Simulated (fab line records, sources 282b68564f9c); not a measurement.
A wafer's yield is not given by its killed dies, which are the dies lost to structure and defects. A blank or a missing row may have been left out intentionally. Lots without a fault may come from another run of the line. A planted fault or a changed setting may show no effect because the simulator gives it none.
Struck lot and sound lot, side by side	flow rit-cmos	21 steps out of a route of 202
Sound: these wafers, L100.1, L100.4, L100.6. The struck wafers were L111.2, L111.3, L111.4. The cause comes at the end.
For every step that has rows: the tool of each side, followed by ch and its chambers, followed by its first start. Under that, the readings that differ: sound wafers	struck wafers	difference of the means	sigmas: that difference in standard deviations of wafers without a fault.
alike: same words and numbers on both sides, and readings whose means sit less than 2 such deviations apart. not compared: any withheld reading, any reading some wafer has no value for, any bound like >300 that may hide the same value, and any number with overlapping values for which the record gives no deviation.
A row with sigmas, a row that says differs or no value, or rows on one side alone: a step with any of these is where the two part. When numbers do not overlap yet have no deviation, they are printed without sigmas and do not part them. Lack of a reading on every wafer of one side parts them only where that side has two or more wafers.

RIT_PLDD_OVL_MEAS_06:
  sound on overlay-02, day 3 10:08; struck on overlay-01, day 6 00:43
  alike: PLDD_OVL
then, 2 steps without rows for these wafers: RIT_PLDD_HARDBAKE_07 (time 60 s); RIT_PLDD_IMPLANT_08.
RIT_PLDD_STRIP_09: strips in O2, time 180 s.
  sound on plasma-asher-04 ch 0,1, day 3 10:28; struck on plasma-asher-03 ch 0,1, day 6 01:03
  alike: drypump-motor-current-A
  not compared: rf-hours-counter-h
RIT_PLDD_TW_MEAS_10:
  sound on film-metro-04, day 3 10:38; struck on film-metro-04, day 6 01:14
reading	sound	struck	difference	sigmas
PLDD_TW	2324 2338 2331	2366 2367 2362	+34	+3
then, 4 steps without rows for these wafers: RIT_SPACER_CLEAN_00 (cleans in SC1, time 600 s); RIT_SPACER_CLEAN_01 (cleans in dHF, time 30 s); RIT_SPACER_CLEAN_02 (cleans in SC2, time 600 s); RIT_SPACER_CVD_03 (deposits Si3N4 from SiH2Cl2/NH3, target thk 250 nm, time 3300 s).
RIT_SPACER_THK_MEAS_04:
  sound on film-metro-04, day 3 13:25; struck on film-metro-02, day 6 03:35
  alike: SPACER_NITRIDE_THK
RIT_SPACER_ETCHBACK_05: etches Si3N4 in SF6/CHF3, stops on SiO2, target depth 250 nm, time 240 s.
  sound on rie-diel-02 ch 0,1,2, day 3 13:29; struck on rie-diel-01 ch 1,2,3, day 6 03:38
  alike: drypump-motor-current-A, oes-product-au, throttle-valve-pct
  not compared: rf-hours-counter-h
then, 1 step without rows for these wafers: RIT_NSD_HMDS_00 (prime time 60 s).
RIT_NSD_COAT_01: resist thk 1000 nm.
  sound on litho-track-03 ch 0, day 3 13:47; struck on litho-track-03 ch 0, day 6 03:58
reading	sound	struck	difference	sigmas
spin-speed-rpm (rpm)	3249.8 3249.4 3251.6	3384.0 3384.9 3388.0	+135.4	+64
model.NOVOLAK_of_NSD_COAT_01.thk-nm (nm)	1006 1007 1002	981.6 982.6 984.5	-22.1	
  alike: exhaust-pa
then, 4 steps without rows for these wafers: RIT_NSD_SOFTBAKE_02 (time 60 s); RIT_NSD_EXPOSE_03 (exposes mask M9, target cd 40700 nm); RIT_NSD_PEB_04; RIT_NSD_DEVELOP_05 (develop time 50 s).
RIT_NSD_OVL_MEAS_06:
  sound on overlay-01, day 3 14:29; struck on overlay-01, day 6 04:39
  alike: NSD_OVL
RIT_NSD_HARDBAKE_07: time 60 s.
  sound on litho-track-03 ch 0, day 3 14:31; struck on litho-track-02 ch 0, day 6 04:43
reading	sound	struck	difference	sigmas
model.NOVOLAK_of_NSD_COAT_01.thk-nm (nm)	888.8 889.5 885.7	867.6 868.5 870.2	-19.2	
  alike: exhaust-pa, plate-temp-C
then, 1 step without rows for these wafers: RIT_NSD_IMPLANT_08.
RIT_M1_PROBE_99:
  sound wafers here have rows in the record (prober-02, day 4 01:40); struck ones have none

WHERE THEY PART
Earliest at RIT_PLDD_TW_MEAS_10; latest, in this record, at RIT_M1_PROBE_99.

WHY: whatever the simulator had introduced
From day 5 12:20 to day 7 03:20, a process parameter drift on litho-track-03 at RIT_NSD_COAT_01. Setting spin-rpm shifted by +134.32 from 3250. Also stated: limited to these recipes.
